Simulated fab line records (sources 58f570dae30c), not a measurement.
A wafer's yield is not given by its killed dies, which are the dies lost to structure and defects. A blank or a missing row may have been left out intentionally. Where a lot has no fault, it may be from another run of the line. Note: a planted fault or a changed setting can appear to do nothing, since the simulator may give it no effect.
Split-lot trial / flow berkeley_cmos170 / route with 331 steps; 5 lots, 23 wafers read

## ABOUT THE SPLIT
At UCB170_M3_COAT_10 (resist thk 900 nm), the setting resist_thk_nm was moved away from the recipe's 900 nm on 7 of the 23 wafers read, by -5.4% to +2.5%. The other wafers ran this setting at the recipe's value.

The reading comes from the split's own step.

## THE READING
KrF_of_M3_COAT_10.thk_nm (the simulator's own value, which no gauge read), in nm, at UCB170_M3_COAT_10 (resist thk 900 nm). There is no usual value for it anywhere in the file. Across the 16 wafers here that went through the recipe, the average is 898.5 nm and the standard deviation 2.9 nm.

wafer=L074.1; tool, chamber at the split=litho_track-02, 0; resist_thk_nm as run, nm=900; against the recipe=recipe; KrF_of_M3_COAT_10.thk_nm, nm=898.6; against lot-mates on the recipe=-
wafer=L074.5; tool, chamber at the split=litho_track-02, 0; resist_thk_nm as run, nm=900; against the recipe=recipe; KrF_of_M3_COAT_10.thk_nm, nm=896.1; against lot-mates on the recipe=-
wafer=L074.6; tool, chamber at the split=litho_track-02, 0; resist_thk_nm as run, nm=900; against the recipe=recipe; KrF_of_M3_COAT_10.thk_nm, nm=896; against lot-mates on the recipe=-
wafer=L076.1; tool, chamber at the split=litho_track-02, 0; resist_thk_nm as run, nm=900; against the recipe=recipe; KrF_of_M3_COAT_10.thk_nm, nm=903; against lot-mates on the recipe=-
wafer=L076.3; tool, chamber at the split=litho_track-02, 0; resist_thk_nm as run, nm=900; against the recipe=recipe; KrF_of_M3_COAT_10.thk_nm, nm=902.3; against lot-mates on the recipe=-
wafer=L076.4; tool, chamber at the split=litho_track-02, 0; resist_thk_nm as run, nm=900; against the recipe=recipe; KrF_of_M3_COAT_10.thk_nm, nm=903.8; against lot-mates on the recipe=-
wafer=L076.5; tool, chamber at the split=litho_track-02, 0; resist_thk_nm as run, nm=851.1; against the recipe=-5.4%; KrF_of_M3_COAT_10.thk_nm, nm=854.4; against lot-mates on the recipe=-48.6
wafer=L076.6; tool, chamber at the split=litho_track-02, 0; resist_thk_nm as run, nm=851.1; against the recipe=-5.4%; KrF_of_M3_COAT_10.thk_nm, nm=852.6; against lot-mates on the recipe=-50.4
wafer=L079.2; tool, chamber at the split=litho_track-02, 0; resist_thk_nm as run, nm=863.6; against the recipe=-4.0%; KrF_of_M3_COAT_10.thk_nm, nm=861; against lot-mates on the recipe=-36.3
wafer=L079.3; tool, chamber at the split=litho_track-02, 0; resist_thk_nm as run, nm=863.6; against the recipe=-4.0%; KrF_of_M3_COAT_10.thk_nm, nm=861.8; against lot-mates on the recipe=-35.5
wafer=L079.4; tool, chamber at the split=litho_track-02, 0; resist_thk_nm as run, nm=900; against the recipe=recipe; KrF_of_M3_COAT_10.thk_nm, nm=897.4; against lot-mates on the recipe=-
wafer=L079.5; tool, chamber at the split=litho_track-02, 0; resist_thk_nm as run, nm=900; against the recipe=recipe; KrF_of_M3_COAT_10.thk_nm, nm=898; against lot-mates on the recipe=-
wafer=L079.6; tool, chamber at the split=litho_track-02, 0; resist_thk_nm as run, nm=900; against the recipe=recipe; KrF_of_M3_COAT_10.thk_nm, nm=896.6; against lot-mates on the recipe=-
wafer=L080.1; tool, chamber at the split=litho_track-01, 0; resist_thk_nm as run, nm=900; against the recipe=recipe; KrF_of_M3_COAT_10.thk_nm, nm=898.2; against lot-mates on the recipe=-
wafer=L080.2; tool, chamber at the split=litho_track-01, 0; resist_thk_nm as run, nm=900; against the recipe=recipe; KrF_of_M3_COAT_10.thk_nm, nm=897.7; against lot-mates on the recipe=-
wafer=L080.3; tool, chamber at the split=litho_track-01, 0; resist_thk_nm as run, nm=900; against the recipe=recipe; KrF_of_M3_COAT_10.thk_nm, nm=899.4; against lot-mates on the recipe=-
wafer=L080.4; tool, chamber at the split=litho_track-01, 0; resist_thk_nm as run, nm=900; against the recipe=recipe; KrF_of_M3_COAT_10.thk_nm, nm=901; against lot-mates on the recipe=-
wafer=L080.6; tool, chamber at the split=litho_track-01, 0; resist_thk_nm as run, nm=900; against the recipe=recipe; KrF_of_M3_COAT_10.thk_nm, nm=900.3; against lot-mates on the recipe=-
wafer=L083.1; tool, chamber at the split=litho_track-01, 0; resist_thk_nm as run, nm=922.3; against the recipe=+2.5%; KrF_of_M3_COAT_10.thk_nm, nm=919.6; against lot-mates on the recipe=+25.6
wafer=L083.2; tool, chamber at the split=litho_track-01, 0; resist_thk_nm as run, nm=922.3; against the recipe=+2.5%; KrF_of_M3_COAT_10.thk_nm, nm=918.3; against lot-mates on the recipe=+24.2
wafer=L083.3; tool, chamber at the split=litho_track-01, 0; resist_thk_nm as run, nm=900; against the recipe=recipe; KrF_of_M3_COAT_10.thk_nm, nm=893.9; against lot-mates on the recipe=-
wafer=L083.4; tool, chamber at the split=litho_track-01, 0; resist_thk_nm as run, nm=922.3; against the recipe=+2.5%; KrF_of_M3_COAT_10.thk_nm, nm=920.5; against lot-mates on the recipe=+26.5
wafer=L083.5; tool, chamber at the split=litho_track-01, 0; resist_thk_nm as run, nm=900; against the recipe=recipe; KrF_of_M3_COAT_10.thk_nm, nm=894.2; against lot-mates on the recipe=-

THE FIT
A straight line over all 23 wafers: KrF_of_M3_COAT_10.thk_nm changes by +8.57 nm for each +1% of resist_thk_nm; r = +0.99; the points scatter about the line by 2.7 nm.
The same after taking each lot's own level away (the mean of its wafers on the recipe; 23 wafers): +9.29 nm for each +1%; r = +1.00; scatter 1.3 nm.
That fit puts the effect of the largest move of resist_thk_nm on the reading at 51 nm.
From 894.05 to 903.03 nm: that is the span of the lots' own levels, equal to 3.1 times the standard deviation above.
The two slopes are in agreement: the lot-to-lot level therefore moves the slope only a little.
Check: -50.5 nm against its lot-mates is what the line predicts for one of the wafers moved furthest among these (-5.4%) when that wafer is left out of the fit. Against them it came out at -48.6 nm.

## FURTHER SPLITS ON THESE WAFERS
Note: prior to the reading, these wafers also went through further splits. Each is held against what the fit with the lots' levels taken away leaves over:
other split on the same wafers=UCB170_CONTACT_EXPOSE_12 dose_mj; wafers away from the commonest value=8; r with KrF_of_M3_COAT_10.thk_nm (lot level and that fit taken away)=-0.08
other split on the same wafers=UCB170_CONTACT_ETCH_18 time_s; wafers away from the commonest value=7; r with KrF_of_M3_COAT_10.thk_nm (lot level and that fit taken away)=+0.16
other split on the same wafers=UCB170_V1_ETCH_14 time_s; wafers away from the commonest value=8; r with KrF_of_M3_COAT_10.thk_nm (lot level and that fit taken away)=+0.25
other split on the same wafers=UCB170_M2_SPUTTER_01 time_s; wafers away from the commonest value=8; r with KrF_of_M3_COAT_10.thk_nm (lot level and that fit taken away)=-0.10
other split on the same wafers=UCB170_V2_CMP_02 leave_above_ref_nm; wafers away from the commonest value=5; r with KrF_of_M3_COAT_10.thk_nm (lot level and that fit taken away)=+0.07
other split on the same wafers=UCB170_V2_ETCH_14 time_s; wafers away from the commonest value=7; r with KrF_of_M3_COAT_10.thk_nm (lot level and that fit taken away)=-0.06

## THE FILE'S OWN FIT
KrF_of_M3_COAT_10.thk_nm changes by +9.18 nm for each +1% of resist_thk_nm, r = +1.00.
